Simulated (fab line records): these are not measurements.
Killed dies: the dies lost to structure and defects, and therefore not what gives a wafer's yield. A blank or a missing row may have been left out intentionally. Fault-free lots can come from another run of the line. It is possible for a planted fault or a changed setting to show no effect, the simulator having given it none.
8D (eight disciplines) problem report, filled in by code | flow rit_cmos | the parts of the form that need people (team, actions taken, sign-off) are left out

## 1. THE PROBLEM
Wafers free of any fault read 3417 (standard deviation 20) for PSD_TW at RIT_PSD_TW_MEAS_10, against a mean of 3592 on 6 wafers of 2 lots. That is +8.7 standard deviations from the usual mean.
Earliest sighting: wafer L725.1 on film_metro-01 at day 4 12:37. Wafers with a number at this step in the record: 42, from 14 lots. The rule behind "out" and "out of limits": a value lying over 4 standard deviations away from the usual mean. All remaining wafers that have a number are taken as sound.

## 2. WHAT THIS IS AND IS NOT
question                    | is                     | is not
which readings at this step | PSD_TW                 | -
which lots                  | L725, L727             | L718, L719, L720, L722, L723, L724, L734, L735, L738, L739, L740, L741
which wafers of those lots  | all that have a number | -
read on which gauges        | film_metro-01          | film_metro-02, film_metro-04
when                        | from day 4 12:37       | up to then (18 sound wafers); but 18 sound wafers of L734, L735, L738, L739, L740, L741 came after

## 3. SUSPECTS, AND WHAT RULES EACH OUT
Counting: a tool at any process step up to the reading remains a suspect when it ran all the lots that are out and ran no sound lot after the first of those.
- the gauge at RIT_PSD_TW_MEAS_10 has been ruled out. All the wafers that are out were read on film_metro-01, but those of them that RIT_PSD_IMPLANT_08 has rows for are out there too, on other tools.
- implanter-04 at RIT_PSD_IMPLANT_08: ruled out as a lasting fault. After its first lot that is out, L725 (day 4 12:17), sound lots L738, L739 ran on it.
Left after counting: nothing in the record.

## 4. THE CAUSE (what the simulator had put in)
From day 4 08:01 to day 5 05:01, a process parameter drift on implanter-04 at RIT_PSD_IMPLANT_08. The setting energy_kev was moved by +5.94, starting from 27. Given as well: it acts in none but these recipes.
The count ruled it out by mistake, since the rule takes a fault to strike every lot its tool runs from the start of the fault on, and this one did not do so.

## 5. THE CHAIN OF EFFECTS, in route order
One row per reading whose mean, taken over the struck wafers that have a number, lies over 3 standard deviations from the usual. Only readings for which the record gives a usual standard deviation are gone through. hours: the time from each lot's start at the first step in this table that gives one to its start at this step, as a median over the lots. sigmas: the change in usual standard deviations.
hours | step                    | reading         | usual        | on struck wafers | change | sigmas
0     | RIT_PSD_IMPLANT_08      | beam_energy_keV | 27.002       | 32.934           | +5.933 | +99 or more
0     | RIT_PSD_TW_MEAS_10      | PSD_TW          | 3417         | 3592             | +175   | +8.7
1     | RIT_SDANNEAL_RS_MEAS_04 | PSD_RS          | 115.6 ohm/sq | 104.1            | -11.5  | -36
Its process steps:
- RIT_PSD_IMPLANT_08

## 6. HOW IT WOULD HAVE BEEN CAUGHT EARLIER
5 hours passed between the start of the fault at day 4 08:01 and the first reading out of limits at a measuring or inspecting step in this record, taken at day 4 12:37.
Tool's own readings at RIT_PSD_IMPLANT_08, beam_energy_keV: out on all struck wafers the step has rows for; an alarm limit on them would have tripped on the first.
